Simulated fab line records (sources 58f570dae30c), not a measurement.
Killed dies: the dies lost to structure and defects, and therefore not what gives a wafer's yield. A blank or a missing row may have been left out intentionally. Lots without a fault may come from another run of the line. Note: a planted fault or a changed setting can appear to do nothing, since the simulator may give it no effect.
The tool behind it: which one? + flow berkeley cmos170 + 14 lots, 42 wafers sampled, at 5 steps of a route of 331

## WHAT EACH GAUGE READ, for each wafer
UCB170_START_THK_MEAS_03. Usual: START_OXIDE_THK typically reads 20.0 nm, with standard deviation 0.37.
| lot  | measured    | on            | START_OXIDE_THK (nm) | flag |
|------|-------------|---------------|----------------------|------|
| L375 | day 1 14:22 | film metro-02 | 20.3 20.1 20.3       |      |
| L376 | day 1 19:45 | film metro-02 | 20.0 20.3 20.2       |      |
| L377 | day 2 01:20 | film metro-01 | 19.9 20.3 20.2       |      |
| L379 | day 2 10:46 | film metro-03 | 20.3 20.6 20.5       |      |
| L380 | day 2 14:29 | film metro-01 | 20.3 19.8 20.4       |      |
| L381 | day 2 19:37 | film metro-03 | 20.0 20.0 20.2       |      |
| L382 | day 3 05:42 | film metro-02 | 19.6 19.6 19.9       |      |
| L383 | day 3 05:43 | film metro-01 | 20.1 19.9 20.1       |      |
| L384 | day 3 10:25 | film metro-02 | 19.9 19.6 20.0       |      |
| L385 | day 3 15:18 | film metro-01 | 20.5 20.6 20.6       |      |
| L386 | day 3 19:20 | film metro-02 | 20.3 20.2 20.2       |      |
| L387 | day 4 02:10 | film metro-03 | 19.3 19.8 19.4       |      |
| L388 | day 4 07:11 | film metro-03 | 20.4 20.2 20.2       |      |
| L395 | day 5 16:35 | film metro-01 | 19.6 19.5 19.7       |      |

UCB170_NWELL_THK_MEAS_02. Usual: NWELL_OXIDE_THK typically reads 26.2 nm, with standard deviation 0.5.
| lot  | measured    | on            | NWELL_OXIDE_THK (nm) | flag |
|------|-------------|---------------|----------------------|------|
| L375 | day 2 00:19 | film metro-01 | 26.1 26.1 26.4       |      |
| L376 | day 2 04:00 | film metro-04 | 27.3 26.9 27.3       |      |
| L377 | day 2 11:40 | film metro-01 | 26.7 26.4 26.2       |      |
| L379 | day 2 22:10 | film metro-04 | 26.1 26.7 26.4       |      |
| L380 | day 2 22:10 | film metro-01 | 26.2 26.6 26.2       |      |
| L381 | day 3 07:41 | film metro-03 | 26.2 26.4 26.1       |      |
| L382 | day 3 15:20 | film metro-04 | 26.0 25.8 26.2       |      |
| L383 | day 3 15:20 | film metro-01 | 26.8 26.4 26.1       |      |
| L384 | day 3 17:58 | film metro-04 | 26.0 25.9 25.7       |      |
| L385 | day 3 23:11 | film metro-03 | 41.2 42.1 41.7       | OFF  |
| L386 | day 4 00:32 | film metro-01 | 41.7 41.1 41.8       | OFF  |
| L387 | day 4 10:22 | film metro-04 | 26.3 26.0 25.9       |      |
| L388 | day 4 14:02 | film metro-04 | 27.3 27.5 27.2       |      |
| L395 | day 5 23:23 | film metro-03 | 25.3 25.1 25.4       |      |

UCB170_CONTACT_CD_MEAS_15 targets a cd of 700 nm. Usual: cd nm 700.2 nm, standard deviation 1.3.
| lot  | measured     | on        | cd nm (nm)        | flag |
|------|--------------|-----------|-------------------|------|
| L375 | day 7 01:30  | cd sem-02 | 699.2 699.4 699.9 |      |
| L376 | day 7 02:28  | cd sem-02 | 700.4 700.6 700.2 |      |
| L377 | day 7 10:24  | cd sem-01 | 700.1 701.2 700.8 |      |
| L379 | day 8 06:33  | cd sem-01 | 699.1 700.5 699.9 |      |
| L380 | day 8 04:26  | cd sem-01 | 700.1 699.9 700.1 |      |
| L381 | day 8 06:19  | cd sem-01 | 700.7 699.7 699.4 |      |
| L382 | day 8 04:34  | cd sem-02 | 701.8 701.5 701.1 |      |
| L383 | day 8 02:44  | cd sem-02 | 699.7 701.5 700.0 |      |
| L384 | day 8 04:22  | cd sem-02 | 700.2 699.6 699.2 |      |
| L385 | day 8 15:34  | cd sem-02 | 702.3 702.2 703.2 |      |
| L386 | day 8 15:16  | cd sem-02 | 700.3 700.9 701.7 |      |
| L387 | day 9 00:49  | cd sem-01 | 698.0 699.8 698.8 |      |
| L388 | day 8 22:11  | cd sem-01 | 698.2 698.9 700.6 |      |
| L395 | day 10 10:02 | cd sem-01 | 702.4 702.3 703.4 |      |

## EACH LOT AND THE TOOL THAT RAN IT (in order: tool; ch and the chambers of the sampled wafers; start)
| lot  | UCB170_NWELL_OXIDATION_01    | UCB170_PSD_STRIP_09                  |
|------|------------------------------|--------------------------------------|
| L375 | furnace-04 ch 0, day 1 22:57 | plasma asher-03 ch 1, day 6 14:43    |
| L376 | furnace-02 ch 0, day 2 02:38 | plasma asher-02 ch 0,1, day 6 08:48  |
| L377 | furnace-02 ch 0, day 2 10:19 | plasma asher-01 ch 0, day 7 00:49    |
| L379 | furnace-03 ch 0, day 2 20:49 | plasma asher-03 ch 0,1, day 7 18:46  |
| L380 | furnace-03 ch 0, day 2 20:49 | plasma asher-01 ch 0,1, day 7 18:02  |
| L381 | furnace-02 ch 0, day 3 06:19 | plasma asher-01 ch 0,1, day 7 18:58  |
| L382 | furnace-03 ch 0, day 3 13:56 | plasma asher-02 ch 0,1, day 7 18:25  |
| L383 | furnace-03 ch 0, day 3 13:56 | plasma asher-03 ch 0,1, day 7 17:50  |
| L384 | furnace-03 ch 0, day 3 16:37 | plasma asher-03 ch 0,1, day 7 18:07  |
| L385 | furnace-03 ch 0, day 3 21:49 | plasma asher-01 ch 0,1, day 8 06:03  |
| L386 | furnace-03 ch 0, day 3 23:10 | plasma asher-02 ch 0,1, day 8 05:45  |
| L387 | furnace-04 ch 0, day 4 09:00 | plasma asher-03 ch 0,1, day 8 10:43  |
| L388 | furnace-02 ch 0, day 4 12:40 | plasma asher-01 ch 0,1, day 8 10:49  |
| L395 | furnace-04 ch 0, day 5 22:01 | plasma asher-01 ch 0,1, day 10 01:59 |
- UCB170_NWELL_OXIDATION_01: target thk 26.4 nm, ox time 1260 s.
- UCB170_PSD_STRIP_09: strips in O2.

## WHAT THE TOOLS THEMSELVES READ (means of the sampled wafers that have a number; where no wafer has one, the mark that the record gives instead)
UCB170_NWELL_OXIDATION_01. Usual: spike tc centre C is 1003.0 C with standard deviation 1.3, spike tc load C is 1022.8 C with standard deviation 2.9, spike tc source C is 1024 C with standard deviation 3.3, tube center temp C is 999.99 C with standard deviation 0.098, tube_center_temp_C_max is 1002.6 with standard deviation 0.42, zone power centre pct is 48.5 % with standard deviation 1.3, and zone power load pct is 37.2 % with standard deviation 1.9.
| lot  | tool       | spike tc centre C (C) | spike tc load C (C) | spike tc source C (C) | tube center temp C (C) | tube_center_temp_C_max | zone power centre pct (%) | zone power load pct (%) | flag |
|------|------------|-----------------------|---------------------|-----------------------|------------------------|------------------------|---------------------------|-------------------------|------|
| L375 | furnace-04 | 1004.0                | 1018.5              | 1029                  | 1000.02                | 1002.6                 | 46.7                      | 37.6                    |      |
| L376 | furnace-02 | 1003.5                | 1026.4              | 1019                  | 1000.07                | 1002.5                 | 50.1                      | 33.9                    |      |
| L377 | furnace-02 | 1003.0                | 1026.0              | 1021                  | 1000.01                | 1002.6                 | 50.2                      | 33.8                    |      |
| L379 | furnace-03 | 1001.8                | 1023.1              | 1023                  | 999.92                 | 1002.4                 | 49.8                      | 38.6                    |      |
| L380 | furnace-03 | 1003.4                | 1022.8              | 1025                  | 1000.13                | 1002.8                 | 49.3                      | 38.2                    |      |
| L381 | furnace-02 | 1003.3                | 1025.9              | 1021                  | 1000.04                | 1002.6                 | 50.3                      | 33.3                    |      |
| L382 | furnace-03 | 1001.8                | 1024.6              | 1025                  | 1000.07                | 1002.6                 | 48.6                      | 38.4                    |      |
| L383 | furnace-03 | 1001.1                | 1024.2              | 1023                  | 999.99                 | 1002.5                 | 48.8                      | 38.3                    |      |
| L384 | furnace-03 | 1002.2                | 1023.6              | 1024                  | 1000.10                | 1002.8                 | 48.9                      | 38.6                    |      |
| L385 | furnace-03 | 1056.1                | 1078.0              | 1079                  | 1054.20                | 1056.5                 | 52.5                      | 44.1                    | OFF  |
| L386 | furnace-03 | 1056.2                | 1078.6              | 1078                  | 1054.20                | 1056.7                 | 52.5                      | 43.9                    | OFF  |
| L387 | furnace-04 | 1005.1                | 1019.0              | 1030                  | 999.95                 | 1002.7                 | 46.2                      | 37.4                    |      |
| L388 | furnace-02 | 1003.8                | 1025.1              | 1021                  | 999.99                 | 1002.7                 | 49.5                      | 33.7                    |      |
| L395 | furnace-04 | 1003.7                | 1018.3              | 1029                  | 1000.06                | 1002.7                 | 46.2                      | 37.5                    |      |

UCB170_PSD_STRIP_09. Usual: drypump motor current A 5.8 A, standard deviation 0.31; oes product au 0.600 a.u., standard deviation 0.0044; strip time to endpoint s 29.38 s, standard deviation 0.073.
| lot  | tool            | drypump motor current A (A) | oes product au (a.u.) | strip time to endpoint s (s) | flag |
|------|-----------------|-----------------------------|-----------------------|------------------------------|------|
| L375 | plasma asher-03 | 6.2                         | 0.601                 | 29.42                        |      |
| L376 | plasma asher-02 | 5.6                         | 0.601                 | 29.46                        |      |
| L377 | plasma asher-01 | 5.8                         | 0.597                 | 29.48                        |      |
| L379 | plasma asher-03 | 6.2                         | 0.600                 | 29.37                        |      |
| L380 | plasma asher-01 | 5.6                         | 0.601                 | 29.38                        |      |
| L381 | plasma asher-01 | 5.6                         | 0.601                 | 29.43                        |      |
| L382 | plasma asher-02 | 5.6                         | 0.600                 | 29.30                        |      |
| L383 | plasma asher-03 | 6.2                         | 0.606                 | 29.34                        |      |
| L384 | plasma asher-03 | 6.2                         | 0.598                 | 29.39                        |      |
| L385 | plasma asher-01 | 5.6                         | 0.598                 | 29.50                        |      |
| L386 | plasma asher-02 | 5.6                         | 0.600                 | 29.34                        |      |
| L387 | plasma asher-03 | 6.2                         | 0.596                 | 29.30                        |      |
| L388 | plasma asher-01 | 5.7                         | 0.603                 | 29.41                        |      |
| L395 | plasma asher-01 | 5.7                         | 0.595                 | 29.35                        |      |

## THE ANSWER, worked out from the rows above alone
Rule: a lot counts as off when the mean over its wafers that have a number is more than 3 standard deviations away from the usual mean. Also off: a lot with no number at a reading for which 4 or more lots have one. Where the step has rows for the other lots, those lots are counted as sound. First the gauges in route order, then the tools' own readings, where a lot's mean is used as printed above. The first step at which some lot is off is used, and at that step the reading that is off furthest; a lot without a number counts as furthest.
Off: at UCB170_NWELL_THK_MEAS_02 (NWELL_OXIDE_THK), L385, L386.
A tool fits if, at a process step before that reading, it ran every lot that is off, and no sound lot after the first of them. Not tried: the gauges at UCB170_NWELL_THK_MEAS_02; whatever is off there is also off at UCB170_NWELL_OXIDATION_01, on other tools, and gauge error can't account for it. One fits: UCB170_NWELL_OXIDATION_01 on furnace-03. A fault onset in the window from L384 (day 3 16:37, its last sound lot) to L385 (day 3 21:49, its first lot off) fits.
The tool's own readings at UCB170_NWELL_OXIDATION_01 bear it out: on the lots that are off they differ by more than 5 times the standard deviation of the sound lots' means. spike tc centre C reads 1056.2 C there against 1003.1 C on the sound lots; spike tc load C reads 1078.3 C there against 1023.1 C on the sound lots; spike tc source C reads 1078 C there against 1024 C on the sound lots; tube center temp C reads 1054.20 C there against 1000.03 C on the sound lots; tube_center_temp_C_max reads 1056.6 there against 1002.6 on the sound lots.

## WHAT THE SIMULATOR HAD PUT IN
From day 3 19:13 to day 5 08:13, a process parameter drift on furnace-03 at UCB170_NWELL_OXIDATION_01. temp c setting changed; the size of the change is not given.
Shown lots that were struck: L385, L386. The rule above reached the same finding.
